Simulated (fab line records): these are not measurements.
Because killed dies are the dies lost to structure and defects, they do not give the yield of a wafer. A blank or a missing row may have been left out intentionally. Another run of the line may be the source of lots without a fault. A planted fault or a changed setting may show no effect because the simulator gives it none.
Chamber matching + flow berkeley-cmos170 + rie-diel-01 running UCB170_ZERO_ETCH_06: 4 sister chambers
The step etches SiO2 in CHF3/CF4/Ar, time 12 s. 8 wafers are shown with their chamber, then 8 later ones without.

WAFERS PAIRED WITH THEIR CHAMBERS
| wafer  | chamber | throttle-valve-pct (%) | oes-product-au (a.u.) |
|--------|---------|------------------------|-----------------------|
| L373.6 | 1       | 9.18                   | 0.622                 |
| L379.4 | 2       | 9.14                   | 0.597                 |
| L379.5 | 3       | 9.25                   | 0.620                 |
| L379.6 | 0       | 9.11                   | 0.620                 |
| L386.3 | 0       | 9.13                   | 0.619                 |
| L386.4 | 1       | 9.20                   | 0.610                 |
| L386.6 | 3       | 9.25                   | 0.616                 |
| L387.1 | 2       | 9.14                   | 0.602                 |

WAFERS MISSING THEIR CHAMBER
| wafer  | throttle-valve-pct (%) | oes-product-au (a.u.) |
|--------|------------------------|-----------------------|
| L387.2 | 9.18                   | 0.611                 |
| L387.6 | 9.27                   | 0.620                 |
| L389.2 | 9.12                   | 0.620                 |
| L389.4 | 9.17                   | 0.616                 |
| L389.5 | 9.24                   | 0.613                 |
| L390.2 | 9.15                   | 0.609                 |
| L390.4 | 9.18                   | 0.615                 |
| L390.5 | 9.14                   | 0.602                 |

WHICH CHAMBER EACH WENT THROUGH
| wafer  | from the rows above     | in truth |
|--------|-------------------------|----------|
| L387.2 | 1                       | 1        |
| L387.6 | 3                       | 3        |
| L389.2 | 0                       | 0        |
| L389.4 | 1                       | 1        |
| L389.5 | 3                       | 3        |
| L390.2 | can't be placed: 2 or 0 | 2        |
| L390.4 | 1                       | 1        |
| L390.5 | 2                       | 2        |
Correctly placed: 7 of 8. Unplaceable from these rows: 1, with the true chamber sitting among the candidates in 1. Wrongly placed: 0.
How it was worked out, from the rows above alone: a wafer's distance from a chamber is the root of the sum, over the readings, of the square of ((its reading less the chamber's mean) divided by the reading's scatter). The wafer belongs to the nearest chamber; if the next one is less than 2 further off, it can't be placed. For every chamber, the mean is computed from those of its wafers that are shown. How the scatter is found: for the shown wafers, subtract from each reading the mean of its chamber, square and add these, divide the total by (wafers less chambers), then take the root.
